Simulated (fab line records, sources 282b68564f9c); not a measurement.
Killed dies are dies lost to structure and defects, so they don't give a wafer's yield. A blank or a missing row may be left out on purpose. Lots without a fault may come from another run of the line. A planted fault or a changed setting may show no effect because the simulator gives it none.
A struck lot beside a sound one | flow rit_cmos | 15 steps out of a route of 202
Sound: wafers L446.2, L446.4, L446.6. Struck: wafers L455.3, L455.5, L455.6. The cause comes at the end.
At each step with rows: each side's tool, then ch and its chambers, then its first start. Under that, the readings that differ: sound wafers | struck wafers | difference of the means | sigmas: that difference in standard deviations of wafers without a fault.
alike: readings whose means differ by less than 2 such deviations, and words and numbers that are the same on both sides. not compared: withheld readings, readings that some wafer has no value for, bounds like >300 that may hide the same value, and numbers for which the record gives no deviation and whose values overlap.
The two part at a step that has a row with sigmas, a row that says differs or no value, or rows on one side only. Numbers that don't overlap but have no deviation are shown without sigmas and don't part them. A reading that every wafer of one side lacks parts them only if that side has two wafers or more.

RIT_NLDD_TW_MEAS_10:
  sound on film_metro-01, day 5 00:16; struck on film_metro-04, day 6 20:52
  alike: NLDD_TW
then, 6 steps without rows for these wafers: RIT_PLDD_HMDS_00 (prime time 60 s); RIT_PLDD_COAT_01 (resist thk 1000 nm); RIT_PLDD_SOFTBAKE_02 (time 60 s); RIT_PLDD_EXPOSE_03 (exposes mask M8, target cd 40900 nm); RIT_PLDD_PEB_04; RIT_PLDD_DEVELOP_05 (develop time 48.45 s).
RIT_PLDD_OVL_MEAS_06:
  sound on overlay-02, day 5 01:18; struck on overlay-01, day 6 21:46
  alike: PLDD_OVL
then, 2 steps without rows for these wafers: RIT_PLDD_HARDBAKE_07 (time 60 s); RIT_PLDD_IMPLANT_08.
RIT_PLDD_STRIP_09: strips in O2, time 180 s.
  sound on plasma_asher-04 ch 1, day 5 01:38; struck on plasma_asher-04 ch 0,1, day 6 22:08
  alike: drypump_motor_current_A
  not compared: rf_hours_counter_h
RIT_PLDD_TW_MEAS_10:
  sound on film_metro-04, day 5 01:49; struck on film_metro-02, day 6 22:17
  reading | sound          | struck         | difference | sigmas
  PLDD_TW | 2408 2405 2398 | 2350 2342 2334 | -62        | -2
RIT_SPACER_CLEAN_00: cleans in SC1, time 600 s.
  sound on wet_bench-03 ch 3, day 5 01:52; struck on wet_bench-04 ch 3, day 6 22:19
  reading          | sound       | struck      | difference | sigmas
  run_length_s (s) | 628 628 628 | 761 761 761 | +133       | +37
then, 2 steps without rows for these wafers: RIT_SPACER_CLEAN_01 (cleans in dHF, time 30 s); RIT_M1_PROBE_99.

WHERE THEY PART
First at RIT_PLDD_TW_MEAS_10; last, within this record, at RIT_SPACER_CLEAN_00.

WHY: what the simulator had put in
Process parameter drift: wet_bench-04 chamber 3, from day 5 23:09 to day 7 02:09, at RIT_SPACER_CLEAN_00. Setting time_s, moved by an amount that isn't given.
